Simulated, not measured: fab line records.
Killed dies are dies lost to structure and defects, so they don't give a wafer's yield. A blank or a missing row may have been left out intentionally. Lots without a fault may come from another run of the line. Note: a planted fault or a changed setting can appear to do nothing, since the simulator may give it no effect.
Which tool is to blame? :: flow berkeley cmos170 :: 15 lots, 45 wafers sampled, at 4 steps of a route of 331

## WHAT EACH GAUGE READ, for each wafer
UCB170_NWELL_THK_MEAS_02.
lot: L200
measured: day 2 08:19
on: film metro-02
NWELL_OXIDE_THK (nm): 27.0 26.4 26.5

lot: L201
measured: day 2 15:29
on: film metro-04
NWELL_OXIDE_THK (nm): 26.2 26.2 26.3

lot: L202
measured: day 2 15:31
on: film metro-02
NWELL_OXIDE_THK (nm): 26.6 26.6 26.4

lot: L203
measured: day 2 19:50
on: film metro-01
NWELL_OXIDE_THK (nm): 25.8 26.6 26.1

lot: L208
measured: day 3 17:27
on: film metro-01
NWELL_OXIDE_THK (nm): 25.8 25.7 25.8

lot: L211
measured: day 4 08:07
on: film metro-04
NWELL_OXIDE_THK (nm): 26.4 26.3 26.5

lot: L216
measured: day 5 11:01
on: film metro-02
NWELL_OXIDE_THK (nm): 26.8 26.3 27.2

lot: L217
measured: day 5 13:52
on: film metro-02
NWELL_OXIDE_THK (nm): 25.7 26.4 25.8

lot: L219
measured: day 6 02:43
on: film metro-02
NWELL_OXIDE_THK (nm): 26.6 26.5 26.6

lot: L220
measured: day 6 08:54
on: film metro-02
NWELL_OXIDE_THK (nm): 26.7 26.9 26.7

lot: L221
measured: day 6 13:01
on: film metro-02
NWELL_OXIDE_THK (nm): 26.8 26.7 26.6

lot: L222
measured: day 6 21:00
on: film metro-02
NWELL_OXIDE_THK (nm): 26.9 26.2 26.8

UCB170_NVT_OVL_MEAS_06.
lot: L200
measured: day 5 17:04
on: overlay-01
NVT_OVL (nm): 2 3 0

lot: L201
measured: day 5 16:49
on: overlay-01
NVT_OVL (nm): 5 3 -4

lot: L202
measured: day 5 16:44
on: overlay-02
NVT_OVL (nm): -3 -2 -5

lot: L203
measured: day 6 04:26
on: overlay-01
NVT_OVL (nm): -5 0 7

lot: L208
measured: day 7 03:40
on: overlay-01
NVT_OVL (nm): -4 9 7

lot: L211
measured: day 7 19:50
on: overlay-01
NVT_OVL (nm): -7 -6 0

lot: L216
measured: day 9 00:56
on: overlay-02
NVT_OVL (nm): -4 1 -7

lot: L217
measured: day 9 00:53
on: overlay-01
NVT_OVL (nm): 9 12 12

lot: L219
measured: day 9 16:32
on: overlay-01
NVT_OVL (nm): 2 -5 3

lot: L220
measured: day 10 00:48
on: overlay-01
NVT_OVL (nm): 3 -2 4

lot: L221
measured: day 10 01:05
on: overlay-02
NVT_OVL (nm): 1 1 4

lot: L222
measured: day 10 07:44
on: overlay-01
NVT_OVL (nm): -3 -5 3

## EACH LOT AND THE TOOL THAT RAN IT (in order: tool; ch and the chambers of the sampled wafers; start)
lot: L200
UCB170_START_OXIDATION_02: furnace-03 ch 0, day 1 17:14
UCB170_ZERO_STRIP_07: plasma asher-04 ch 0,1, day 2 01:15

lot: L201
UCB170_START_OXIDATION_02: furnace-01 ch 0, day 2 01:43
UCB170_ZERO_STRIP_07: plasma asher-03 ch 0,1, day 2 11:12

lot: L202
UCB170_START_OXIDATION_02: furnace-01 ch 0, day 2 01:43
UCB170_ZERO_STRIP_07: plasma asher-02 ch 0,1, day 2 11:29

lot: L203
UCB170_START_OXIDATION_02: furnace-04 ch 0, day 2 10:10
UCB170_ZERO_STRIP_07: plasma asher-04 ch 0,1, day 2 15:55

lot: L208
UCB170_START_OXIDATION_02: furnace-03 ch 0, day 3 07:50
UCB170_ZERO_STRIP_07: plasma asher-02 ch 0,1, day 3 13:14

lot: L211
UCB170_START_OXIDATION_02: furnace-04 ch 0, day 3 23:46
UCB170_ZERO_STRIP_07: plasma asher-03 ch 0,1, day 4 04:58

lot: L212
UCB170_START_OXIDATION_02: furnace-01, day 4 04:31
UCB170_ZERO_STRIP_07: -

lot: L213
UCB170_START_OXIDATION_02: furnace-04, day 4 09:06
UCB170_ZERO_STRIP_07: -

lot: L214
UCB170_START_OXIDATION_02: furnace-01, day 4 17:28
UCB170_ZERO_STRIP_07: -

lot: L216
UCB170_START_OXIDATION_02: furnace-03 ch 0, day 5 00:43
UCB170_ZERO_STRIP_07: plasma asher-04 ch 0,1, day 5 06:56

lot: L217
UCB170_START_OXIDATION_02: furnace-01 ch 0, day 5 06:30
UCB170_ZERO_STRIP_07: plasma asher-03 ch 0,1, day 5 10:37

lot: L219
UCB170_START_OXIDATION_02: furnace-04 ch 0, day 5 16:20
UCB170_ZERO_STRIP_07: plasma asher-04 ch 0,1, day 5 23:40

lot: L220
UCB170_START_OXIDATION_02: furnace-04 ch 0, day 5 22:01
UCB170_ZERO_STRIP_07: plasma asher-03 ch 0,1, day 6 03:34

lot: L221
UCB170_START_OXIDATION_02: furnace-01 ch 0, day 6 02:18
UCB170_ZERO_STRIP_07: plasma asher-04 ch 0,1, day 6 09:44

lot: L222
UCB170_START_OXIDATION_02: furnace-04 ch 0, day 6 07:57
UCB170_ZERO_STRIP_07: plasma asher-02 ch 0,1, day 6 14:42
- UCB170_START_OXIDATION_02: target thk 20 nm, ox time 1800 s.
- UCB170_ZERO_STRIP_07: strips in O2.

## AS READ BY THE TOOLS THEMSELVES (means over the sampled wafers that have a number; for cases with no such wafer, the mark the record gives instead)
UCB170_START_OXIDATION_02.
lot: L200
tool: furnace-03
ox temp c (C): 950.7
ox temp c max: 955.8

lot: L201
tool: furnace-01
ox temp c (C): 949.6
ox temp c max: 954.1

lot: L202
tool: furnace-01
ox temp c (C): 949.9
ox temp c max: 954.3

lot: L203
tool: furnace-04
ox temp c (C): 950.2
ox temp c max: 956.8

lot: L208
tool: furnace-03
ox temp c (C): 949.9
ox temp c max: 956.3

lot: L211
tool: furnace-04
ox temp c (C): 950.1
ox temp c max: 956.2

lot: L212
tool: furnace-01
ox temp c (C): -
ox temp c max: -

lot: L213
tool: furnace-04
ox temp c (C): -
ox temp c max: -

lot: L214
tool: furnace-01
ox temp c (C): -
ox temp c max: -

lot: L216
tool: furnace-03
ox temp c (C): 950.0
ox temp c max: 954.8

lot: L217
tool: furnace-01
ox temp c (C): 949.4
ox temp c max: 953.6

lot: L219
tool: furnace-04
ox temp c (C): 949.5
ox temp c max: 954.7

lot: L220
tool: furnace-04
ox temp c (C): 949.8
ox temp c max: 955.4

lot: L221
tool: furnace-01
ox temp c (C): 950.7
ox temp c max: 955.0

lot: L222
tool: furnace-04
ox temp c (C): 950.1
ox temp c max: 955.9

UCB170_ZERO_STRIP_07.
lot: L200
tool: plasma asher-04
drypump motor current A (A): 5.0
oes product au (a.u.): 0.725
strip time to endpoint s (s): 21.56

lot: L201
tool: plasma asher-03
drypump motor current A (A): 5.3
oes product au (a.u.): 0.728
strip time to endpoint s (s): 21.63

lot: L202
tool: plasma asher-02
drypump motor current A (A): 5.2
oes product au (a.u.): 0.727
strip time to endpoint s (s): 21.40

lot: L203
tool: plasma asher-04
drypump motor current A (A): 5.0
oes product au (a.u.): 0.726
strip time to endpoint s (s): 21.56

lot: L208
tool: plasma asher-02
drypump motor current A (A): 5.4
oes product au (a.u.): 0.729
strip time to endpoint s (s): 21.50

lot: L211
tool: plasma asher-03
drypump motor current A (A): 5.3
oes product au (a.u.): 0.726
strip time to endpoint s (s): 21.40

lot: L216
tool: plasma asher-04
drypump motor current A (A): 5.0
oes product au (a.u.): 0.729
strip time to endpoint s (s): 21.48

lot: L217
tool: plasma asher-03
drypump motor current A (A): 5.4
oes product au (a.u.): 0.723
strip time to endpoint s (s): 21.52

lot: L219
tool: plasma asher-04
drypump motor current A (A): 5.0
oes product au (a.u.): 0.724
strip time to endpoint s (s): 21.52

lot: L220
tool: plasma asher-03
drypump motor current A (A): 5.4
oes product au (a.u.): 0.729
strip time to endpoint s (s): 21.50

lot: L221
tool: plasma asher-04
drypump motor current A (A): 5.0
oes product au (a.u.): 0.731
strip time to endpoint s (s): 21.57

lot: L222
tool: plasma asher-02
drypump motor current A (A): 5.4
oes product au (a.u.): 0.727
strip time to endpoint s (s): 21.41

## THE ANSWER, worked out from the rows above alone
Rule: what is usual is taken from the lots themselves. Put in order of their means at a reading, lots are off if they are a third of the lots or fewer, leave a main group of 4 or more, and stand apart from it by a gap of 3 or more times the standard deviation of the main group's means; of several such gaps the widest counts. The tables above print the reading to a certain number of digits; a main group whose means all agree to those digits is not used. A lot without any number at a reading at which 4 lots or more have one is off too. Any other lot the step has rows for is counted as sound. First the gauges in route order, then the tools' own readings, where a lot's mean is used as printed above. At the first step where some lot is off, the reading lying furthest off is the one used; lots without a number count as furthest.
Off: L212, L213, L214 (UCB170_START_OXIDATION_02, ox temp c). Without a number there: L212, L213, L214. The main group has a mean of 950.0 C with a standard deviation of 0.39.
If a tool, at that step or one of the process steps before it, ran each lot that is off and ran no sound lot following the first of them, it fits. None of those tried fits.

## WHAT HAD BEEN PUT IN BY THE SIMULATOR
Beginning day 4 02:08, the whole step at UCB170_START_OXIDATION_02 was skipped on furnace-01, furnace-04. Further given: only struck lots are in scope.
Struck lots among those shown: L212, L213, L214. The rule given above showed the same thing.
